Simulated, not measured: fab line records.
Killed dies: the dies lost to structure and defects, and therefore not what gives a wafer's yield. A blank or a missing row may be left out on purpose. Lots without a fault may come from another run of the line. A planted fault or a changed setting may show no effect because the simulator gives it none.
Comparing a struck lot with a sound one	flow rit_cmos	30 steps out of a route of 202
Sound: wafers L765.1, L765.5, L765.6. Wafers struck: L777.2, L777.4, L777.5. Last of all comes the cause.
Each step with rows lists, per side, the tool, then ch with its chambers, then its first start. Under that, the readings that differ: sound wafers	struck wafers	difference of the means	sigmas: that difference in standard deviations of wafers without a fault.
alike: readings with means less than 2 such deviations apart, plus words and numbers identical on both sides. not compared: withheld readings, readings lacking a value on some wafer, bounds such as >300 that could conceal the same value, and numbers that have no deviation in the record and whose values overlap.
The two part at a step that has a row with sigmas, a row that says differs or no value, or rows on one side only. Numbers that have no deviation but don't overlap get no sigmas and don't part them. Lack of a reading on every wafer of one side parts them only where that side has two or more wafers.

RIT_FOX2_THK_MEAS_01:
  struck on film_metro-02, day 5 03:11; sound on film_metro-02, day 2 15:48
  alike: FOX2_OXIDE_THK
then, 2 steps without rows for these wafers: RIT_FOX2_CLEAN_02 (cleans in dHF, time 180 s); RIT_FOX2_WET_ETCH_03 (etches Si3N4 in H3PO4, target depth 195 nm, time 2700 s).
RIT_FOX2_THK_MEAS_90:
  struck on film_metro-02, day 5 04:03; sound on film_metro-04, day 2 16:40
  alike: FIELD_OXIDE_LEFT_1_THK
then, 6 steps without rows for these wafers: RIT_NWELL_HMDS_00 (prime time 60 s); RIT_NWELL_COAT_01 (resist thk 1300 nm); RIT_NWELL_SOFTBAKE_02 (time 60 s); RIT_NWELL_EXPOSE_03 (exposes mask M2, target cd 43900 nm); RIT_NWELL_PEB_04; RIT_NWELL_DEVELOP_05 (develop time 68 s).
RIT_NWELL_OVL_MEAS_06:
  struck on overlay-01, day 5 05:12; sound on overlay-01, day 2 17:44
  alike: NWELL_OVL
then, 1 step without rows for these wafers: RIT_NWELL_HARDBAKE_07 (time 120 s).
RIT_NWELL_IMPLANT_08:
  sound on implanter-04 ch 0, day 2 18:01; struck on implanter-04 ch 0, day 5 05:30
reading	sound	struck	difference	sigmas
dose_ions_cm2	4.99e+13 4.998e+13 4.994e+13	3.39e+13 3.392e+13 3.396e+13	-1.60e+13	-99 or more
faraday_current_uA	161 165 156	108 108 108	-53	-16
  alike: beam_energy_keV
RIT_NWELL_STRIP_09: strips in O2, time 180 s.
  sound on plasma_asher-01 ch 0,1, day 2 18:10; struck on plasma_asher-04 ch 0,1, day 5 05:38
  alike: drypump_motor_current_A
  not compared: rf_hours_counter_h
RIT_NWELL_TW_MEAS_10:
  struck on film_metro-02, day 5 05:49; sound on film_metro-03, day 2 18:21
reading	sound	struck	difference	sigmas
NWELL_TW	2098 2110 2106	1885 1872 1877	-227	-14
then, 6 steps without rows for these wafers: RIT_PWELL_HMDS_00 (prime time 60 s); RIT_PWELL_COAT_01 (resist thk 1300 nm); RIT_PWELL_SOFTBAKE_02 (time 60 s); RIT_PWELL_EXPOSE_03 (exposes mask M3, target cd 43700 nm); RIT_PWELL_PEB_04; RIT_PWELL_DEVELOP_05 (develop time 68 s).
RIT_PWELL_OVL_MEAS_06:
  struck on overlay-01, day 5 06:53; sound on overlay-01, day 2 19:17
  alike: PWELL_OVL
then, 2 steps without rows for these wafers: RIT_PWELL_HARDBAKE_07 (time 120 s); RIT_PWELL_IMPLANT_08.
RIT_PWELL_STRIP_09: strips in O2, time 180 s.
  sound on plasma_asher-02 ch 0,1, day 2 19:43; struck on plasma_asher-04 ch 0,1, day 5 07:19
  alike: drypump_motor_current_A
  not compared: rf_hours_counter_h
RIT_PWELL_TW_MEAS_10:
  struck on film_metro-02, day 5 07:29; sound on film_metro-02, day 2 19:54
  alike: PWELL_TW
then, 1 step without rows for these wafers: RIT_WELLDRIVE_ANNEAL_00 (time 14700 s).
RIT_WELLDRIVE_RS_MEAS_01: uses a four-point probe to measure.
  struck on film_metro-02, day 5 12:38; sound on film_metro-02, day 3 01:02
reading	sound	struck	difference	sigmas
NWELL_RS (ohm/sq)	274.7 275.3 275.6	349.2 348.8 349.6	+74.0	+99 or more
RIT_WELLDRIVE_RS_MEAS_02: uses a four-point probe to measure.
  struck on film_metro-02, day 5 12:46; sound on film_metro-02, day 3 01:10
  alike: PWELL_RS
RIT_M1_PROBE_99:
  struck on prober-02, day 6 16:55; sound on prober-02, day 4 05:41
reading	sound	struck	difference	sigmas
model.etest.pmos_turned.r_on_ohm_um	3402 3400 3425	3330 3119 3154	-208	
model.etest.pmos_0p15.r_on_ohm_um	2731 2720 2784	2697 2558 2590	-130	
model.etest.nwell_pinched.rs_ohm_sq	338.9 333 341.3	433.5 432.4 430.1	+94.3	
model.etest.well_edge_right.line_ohm_um	182.7 183 186.5	240.2 242.2 239.8	+56.7	
model.etest.well_edge_left.line_ohm_um	184.3 182.3 182.9	241.1 238.8 239.9	+56.8	
model.etest.pmos_0p15.drive_ua_um	260.9 257.2 255.7	266.4 282.4 278.8	+17.9	
model.etest.pmos_turned.drive_ua_um	194.9 193.1 192.4	201.4 214.3 216.7	+17.3	
  alike: killed_at_contacts, killed_at_front_end, killed_dies, killed_open, killed_short
  not compared: model.etest.pmos_0p3.r_on_ohm_um

WHERE THEY PART
Last at RIT_WELLDRIVE_RS_MEAS_01 as far as this record goes, first at RIT_NWELL_IMPLANT_08. Later steps at which nothing parts them and some readings are alike: RIT_WELLDRIVE_RS_MEAS_02, RIT_M1_PROBE_99.

WHY: what the simulator had put in
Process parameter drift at RIT_NWELL_IMPLANT_08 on implanter-04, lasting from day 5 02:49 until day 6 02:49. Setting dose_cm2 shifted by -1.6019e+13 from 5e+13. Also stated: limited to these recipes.
